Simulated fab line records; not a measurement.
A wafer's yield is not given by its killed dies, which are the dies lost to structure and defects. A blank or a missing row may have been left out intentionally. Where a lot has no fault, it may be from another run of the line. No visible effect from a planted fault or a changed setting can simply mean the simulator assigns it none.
Which tool did it? || flow rit-cmos || 14 lots, 42 wafers sampled, at 4 steps of a route of 202

WHAT EACH GAUGE READ, for each wafer
RIT_ACTIVE_CD_MEAS_11 targets a cd of 1400 nm.
{"lot": "L853", "measured": "day 1 14:35", "on": "cd-sem-01", "cd-nm (nm)": "1400.2 1395.6 1397.9"}
{"lot": "L854", "measured": "day 1 19:26", "on": "cd-sem-02", "cd-nm (nm)": "1401.2 1401.7 1402.2"}
{"lot": "L857", "measured": "day 2 11:10", "on": "cd-sem-02", "cd-nm (nm)": "1395.6 1392.9 1396.1"}
{"lot": "L858", "measured": "day 2 15:50", "on": "cd-sem-01", "cd-nm (nm)": "1398.8 1397.9 1394.5"}
{"lot": "L859", "measured": "day 2 21:44", "on": "cd-sem-02", "cd-nm (nm)": "1400.4 1403.0 1402.5"}
{"lot": "L860", "measured": "day 3 01:41", "on": "cd-sem-02", "cd-nm (nm)": "1398.8 1401.4 1401.8"}
{"lot": "L862", "measured": "day 3 11:34", "on": "cd-sem-02", "cd-nm (nm)": "1398.4 1402.2 1402.2"}
{"lot": "L863", "measured": "day 3 16:31", "on": "cd-sem-02", "cd-nm (nm)": "1400.2 1399.2 1400.7"}
{"lot": "L864", "measured": "day 3 21:26", "on": "cd-sem-01", "cd-nm (nm)": "1402.0 1400.1 1402.1"}
{"lot": "L872", "measured": "day 5 15:36", "on": "cd-sem-01", "cd-nm (nm)": "1398.3 1397.6 1396.6"}
{"lot": "L873", "measured": "day 5 18:45", "on": "cd-sem-01", "cd-nm (nm)": "1400.5 1399.2 1402.8"}
{"lot": "L874", "measured": "day 6 00:09", "on": "cd-sem-01", "cd-nm (nm)": "1397.5 1398.2 1400.4"}
{"lot": "L875", "measured": "day 6 04:35", "on": "cd-sem-01", "cd-nm (nm)": "1401.2 1399.6 1400.3"}
{"lot": "L876", "measured": "day 6 09:35", "on": "cd-sem-01", "cd-nm (nm)": "1402.4 1403.2 1404.0"}

RIT_GATE_THK_MEAS_09.
{"lot": "L853", "measured": "day 2 12:55", "on": "film-metro-01", "GATE_POLY_THK (nm)": "250.1 249.6 249.1"}
{"lot": "L854", "measured": "day 2 16:09", "on": "film-metro-04", "GATE_POLY_THK (nm)": "248.4 247.7 248.4"}
{"lot": "L857", "measured": "day 3 08:22", "on": "film-metro-04", "GATE_POLY_THK (nm)": "251.3 252.7 253.7"}
{"lot": "L858", "measured": "day 3 16:04", "on": "film-metro-01", "GATE_POLY_THK (nm)": "250.2 248.1 247.3"}
{"lot": "L859", "measured": "day 3 17:50", "on": "film-metro-01", "GATE_POLY_THK (nm)": "250.1 249.1 250.7"}
{"lot": "L860", "measured": "day 3 23:10", "on": "film-metro-01", "GATE_POLY_THK (nm)": "244.5 245.0 243.8"}
{"lot": "L862", "measured": "day 4 13:14", "on": "film-metro-01", "GATE_POLY_THK (nm)": "246.2 247.7 244.5"}
{"lot": "L863", "measured": "day 4 14:52", "on": "film-metro-01", "GATE_POLY_THK (nm)": "250.1 249.9 248.8"}
{"lot": "L864", "measured": "day 4 18:44", "on": "film-metro-01", "GATE_POLY_THK (nm)": "249.2 249.1 248.6"}
{"lot": "L872", "measured": "day 6 12:10", "on": "film-metro-04", "GATE_POLY_THK (nm)": "246.3 246.9 247.0"}
{"lot": "L873", "measured": "day 6 15:44", "on": "film-metro-01", "GATE_POLY_THK (nm)": "257.0 253.9 253.9"}
{"lot": "L874", "measured": "day 6 21:18", "on": "film-metro-03", "GATE_POLY_THK (nm)": "248.5 246.8 246.7"}
{"lot": "L875", "measured": "day 7 01:55", "on": "film-metro-03", "GATE_POLY_THK (nm)": "252.8 251.7 250.8"}
{"lot": "L876", "measured": "day 7 06:09", "on": "film-metro-01", "GATE_POLY_THK (nm)": "249.7 252.0 249.3"}

WHICH TOOL RAN EACH LOT (tool, then ch and the chambers of the sampled wafers, then the start)
{"lot": "L853", "RIT_ACTIVE_CLEAN_15": "wet-bench-01 ch 0, day 1 15:16", "RIT_PRETRO_STRIP_09": "plasma-asher-01 ch 0,1, day 2 09:11"}
{"lot": "L854", "RIT_ACTIVE_CLEAN_15": "wet-bench-01 ch 0, day 1 20:08", "RIT_PRETRO_STRIP_09": "plasma-asher-01 ch 0,1, day 2 12:09"}
{"lot": "L857", "RIT_ACTIVE_CLEAN_15": "wet-bench-04 ch 0, day 2 11:51", "RIT_PRETRO_STRIP_09": "plasma-asher-04 ch 0,1, day 3 03:50"}
{"lot": "L858", "RIT_ACTIVE_CLEAN_15": "wet-bench-04 ch 3, day 2 16:31", "RIT_PRETRO_STRIP_09": "plasma-asher-04 ch 0,1, day 3 10:17"}
{"lot": "L859", "RIT_ACTIVE_CLEAN_15": "wet-bench-03 ch 2, day 2 22:26", "RIT_PRETRO_STRIP_09": "plasma-asher-01 ch 0,1, day 3 14:07"}
{"lot": "L860", "RIT_ACTIVE_CLEAN_15": "wet-bench-04 ch 1, day 3 02:23", "RIT_PRETRO_STRIP_09": "plasma-asher-02 ch 0,1, day 3 18:05"}
{"lot": "L862", "RIT_ACTIVE_CLEAN_15": "wet-bench-03 ch 2, day 3 12:16", "RIT_PRETRO_STRIP_09": "plasma-asher-04 ch 0,1, day 4 05:04"}
{"lot": "L863", "RIT_ACTIVE_CLEAN_15": "wet-bench-01 ch 3, day 3 17:13", "RIT_PRETRO_STRIP_09": "plasma-asher-02 ch 0, day 4 09:34"}
{"lot": "L864", "RIT_ACTIVE_CLEAN_15": "wet-bench-04 ch 3, day 3 22:10", "RIT_PRETRO_STRIP_09": "plasma-asher-02 ch 0,1, day 4 14:38"}
{"lot": "L872", "RIT_ACTIVE_CLEAN_15": "wet-bench-04 ch 2, day 5 16:17", "RIT_PRETRO_STRIP_09": "plasma-asher-02 ch 0, day 6 08:26"}
{"lot": "L873", "RIT_ACTIVE_CLEAN_15": "wet-bench-01 ch 0, day 5 19:23", "RIT_PRETRO_STRIP_09": "plasma-asher-02 ch 0,1, day 6 12:03"}
{"lot": "L874", "RIT_ACTIVE_CLEAN_15": "wet-bench-04 ch 2, day 6 00:51", "RIT_PRETRO_STRIP_09": "plasma-asher-01 ch 0,1, day 6 17:10"}
{"lot": "L875", "RIT_ACTIVE_CLEAN_15": "wet-bench-01 ch 2, day 6 05:16", "RIT_PRETRO_STRIP_09": "plasma-asher-02 ch 0,1, day 6 22:08"}
{"lot": "L876", "RIT_ACTIVE_CLEAN_15": "wet-bench-04 ch 3, day 6 10:17", "RIT_PRETRO_STRIP_09": "plasma-asher-02 ch 0,1, day 7 02:23"}
- RIT_ACTIVE_CLEAN_15: cleans in SC1, time 600 s.
- RIT_PRETRO_STRIP_09: strips in O2, time 180 s.

AS READ BY THE TOOLS THEMSELVES (means over the sampled wafers that have a number; for cases with no such wafer, the mark the record gives instead)
RIT_ACTIVE_CLEAN_15.
{"lot": "L853", "tool": "wet-bench-01", "bath-guard-temp-C (C)": 74.4, "bath-heat-duty-pct (%)": 16.6}
{"lot": "L854", "tool": "wet-bench-01", "bath-guard-temp-C (C)": 74.5, "bath-heat-duty-pct (%)": 16.8}
{"lot": "L857", "tool": "wet-bench-04", "bath-guard-temp-C (C)": 74.8, "bath-heat-duty-pct (%)": 16.0}
{"lot": "L858", "tool": "wet-bench-04", "bath-guard-temp-C (C)": 74.5, "bath-heat-duty-pct (%)": 17.4}
{"lot": "L859", "tool": "wet-bench-03", "bath-guard-temp-C (C)": 75.8, "bath-heat-duty-pct (%)": 16.5}
{"lot": "L860", "tool": "wet-bench-04", "bath-guard-temp-C (C)": 75.1, "bath-heat-duty-pct (%)": 18.4}
{"lot": "L862", "tool": "wet-bench-03", "bath-guard-temp-C (C)": 76.0, "bath-heat-duty-pct (%)": 15.5}
{"lot": "L863", "tool": "wet-bench-01", "bath-guard-temp-C (C)": "-", "bath-heat-duty-pct (%)": "-"}
{"lot": "L864", "tool": "wet-bench-04", "bath-guard-temp-C (C)": "-", "bath-heat-duty-pct (%)": "-"}
{"lot": "L872", "tool": "wet-bench-04", "bath-guard-temp-C (C)": 74.4, "bath-heat-duty-pct (%)": 12.7}
{"lot": "L873", "tool": "wet-bench-01", "bath-guard-temp-C (C)": 74.6, "bath-heat-duty-pct (%)": 16.1}
{"lot": "L874", "tool": "wet-bench-04", "bath-guard-temp-C (C)": 74.4, "bath-heat-duty-pct (%)": 12.2}
{"lot": "L875", "tool": "wet-bench-01", "bath-guard-temp-C (C)": 73.9, "bath-heat-duty-pct (%)": 15.6}
{"lot": "L876", "tool": "wet-bench-04", "bath-guard-temp-C (C)": 74.3, "bath-heat-duty-pct (%)": 16.1}

RIT_PRETRO_STRIP_09.
{"lot": "L853", "tool": "plasma-asher-01", "drypump-motor-current-A (A)": 6.2, "rf-refl-power-W (W)": 6.3}
{"lot": "L854", "tool": "plasma-asher-01", "drypump-motor-current-A (A)": 6.2, "rf-refl-power-W (W)": 6.3}
{"lot": "L857", "tool": "plasma-asher-04", "drypump-motor-current-A (A)": 5.4, "rf-refl-power-W (W)": 7.5}
{"lot": "L858", "tool": "plasma-asher-04", "drypump-motor-current-A (A)": 5.8, "rf-refl-power-W (W)": 6.5}
{"lot": "L859", "tool": "plasma-asher-01", "drypump-motor-current-A (A)": 6.1, "rf-refl-power-W (W)": 7.2}
{"lot": "L860", "tool": "plasma-asher-02", "drypump-motor-current-A (A)": 5.4, "rf-refl-power-W (W)": 7.4}
{"lot": "L862", "tool": "plasma-asher-04", "drypump-motor-current-A (A)": 5.4, "rf-refl-power-W (W)": 7.3}
{"lot": "L863", "tool": "plasma-asher-02", "drypump-motor-current-A (A)": 5.7, "rf-refl-power-W (W)": 7.9}
{"lot": "L864", "tool": "plasma-asher-02", "drypump-motor-current-A (A)": 5.1, "rf-refl-power-W (W)": 6.9}
{"lot": "L872", "tool": "plasma-asher-02", "drypump-motor-current-A (A)": 5.7, "rf-refl-power-W (W)": 8.0}
{"lot": "L873", "tool": "plasma-asher-02", "drypump-motor-current-A (A)": 5.0, "rf-refl-power-W (W)": 6.8}
{"lot": "L874", "tool": "plasma-asher-01", "drypump-motor-current-A (A)": 6.3, "rf-refl-power-W (W)": 6.3}
{"lot": "L875", "tool": "plasma-asher-02", "drypump-motor-current-A (A)": 5.4, "rf-refl-power-W (W)": 7.6}
{"lot": "L876", "tool": "plasma-asher-02", "drypump-motor-current-A (A)": 5.4, "rf-refl-power-W (W)": 7.2}

THE ANSWER, worked out from the rows above alone
Rule: usual is defined by the lots themselves. The widest of any qualifying gaps counts: lots, ordered by their means at a reading, are off when they make up no more than a third of the lots, leave a main group of 4 or more, and stand apart from it by 3 or more times the standard deviation of that group's means. A main group is skipped when, at the precision printed for the reading in the tables above, its means are all equal. Also off: a lot with no number at a reading for which 4 or more lots have one. Any other lot the step has rows for is counted as sound. The gauges are gone through in route order, then the tools' own readings, and for those a lot's mean is taken as printed above. The first step at which some lot is off is used, and at that step the reading that is off furthest; a lot without a number counts as furthest.
Off: L863, L864 (RIT_ACTIVE_CLEAN_15, bath-guard-temp-C). Without a number there: L863, L864. The main group has a mean of 74.7 C with a standard deviation of 0.59.
If a tool, at that step or one of the process steps before it, ran each lot that is off and ran no sound lot following the first of them, it fits. Not one of the candidates tried fits.

WHAT WAS PUT IN BY THE SIMULATOR
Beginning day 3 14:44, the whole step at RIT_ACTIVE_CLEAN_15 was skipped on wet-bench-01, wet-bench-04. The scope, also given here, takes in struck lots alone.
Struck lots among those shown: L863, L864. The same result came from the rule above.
